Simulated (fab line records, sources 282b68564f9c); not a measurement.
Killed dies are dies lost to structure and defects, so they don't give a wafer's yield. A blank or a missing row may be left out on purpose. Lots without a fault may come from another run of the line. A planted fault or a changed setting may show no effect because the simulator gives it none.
One fault seen from 2 desks | flow rit_cmos | each desk has only its own numbers; what lay behind them comes last

THE TOOL OWNER'S DESK: rie_si-01
The tool's own readings at RIT_GATE_ETCH_19 (etches poly-Si in SF6/CHF3/O2, stops on SiO2, time 165 s, target depth 312.5 nm): means of the sampled wafers that have a number, for each lot that ran on this tool. A lot is out of limits, marked OUT, if its mean lies more than 4 standard deviations from the usual mean; the brackets give that distance.
Columns: A = drypump_motor_current_A at RIT_GATE_ETCH_19, usual 5.7 A; B = oes_product_au at RIT_GATE_ETCH_19, usual 0.842 a.u.; C = rf_fwd_power_W at RIT_GATE_ETCH_19, usual 159.4 W; D = throttle_valve_pct at RIT_GATE_ETCH_19, usual 10.20 %
lot  | first seen here | A   | B     | C               | D
L686 | day 3 15:28     | 5.3 | 0.860 | 159.2           | 10.22
L698 | day 6 03:41     | 5.6 | 0.845 | 167.3 (+16) OUT | 10.27
This desk's finding: out of limits on L698; first on L698, day 6 03:41 (rf_fwd_power_W at RIT_GATE_ETCH_19). In limits: L686.

THE METROLOGY DESK
What the gauges read, lot by lot, whatever tool the lot ran on: means of the sampled wafers that have a number. A lot is out of limits, marked OUT, if its mean lies more than 4 standard deviations from the usual mean; the brackets give that distance.
Columns: A = GATE_OXIDE_THK at RIT_GATE_THK_MEAS_07, usual 3.02 nm; B = GATE_POLY_THK at RIT_GATE_THK_MEAS_09, usual 250.3 nm; C = cd_nm at RIT_GATE_CD_MEAS_16, usual 151.6 nm; D = GATE_OVL at RIT_GATE_OVL_MEAS_17, usual 0.2 nm
lot  | first seen here | A    | B     | C     | D
L681 | day 2 13:55     | 3.11 | 252.6 | 150.2 | 0.8
L686 | day 3 12:31     | 2.96 | 252.7 | 155.1 | 1.2
L698 | day 6 00:31     | 2.95 | 250.1 | 154.6 | -0.8
L699 | day 6 07:17     | 3.09 | 251.4 | 155.3 | 1.5
L701 | day 6 20:53     | 3.02 | 249.3 | 153.4 | -1.0
This desk's finding: nothing out of limits on any of the 5 lots.

PUT TOGETHER
The tool owner's desk could have raised an alarm at day 6 03:41, on L698.
The metrology desk saw nothing out of limits.
The metrology desk has L698 on record, within its limits.
Of the lots named, all ran RIT_GATE_ETCH_19 on rie_si-01.

WHAT THE SIMULATOR HAD PUT IN
Process parameter drift: rie_si-01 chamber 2, from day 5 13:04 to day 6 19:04, at RIT_GATE_ETCH_19. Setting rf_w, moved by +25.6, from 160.
Lots struck among those shown: L698.
Hours from the fault's start to each desk's first reading out of limits: the tool owner's desk, 15.
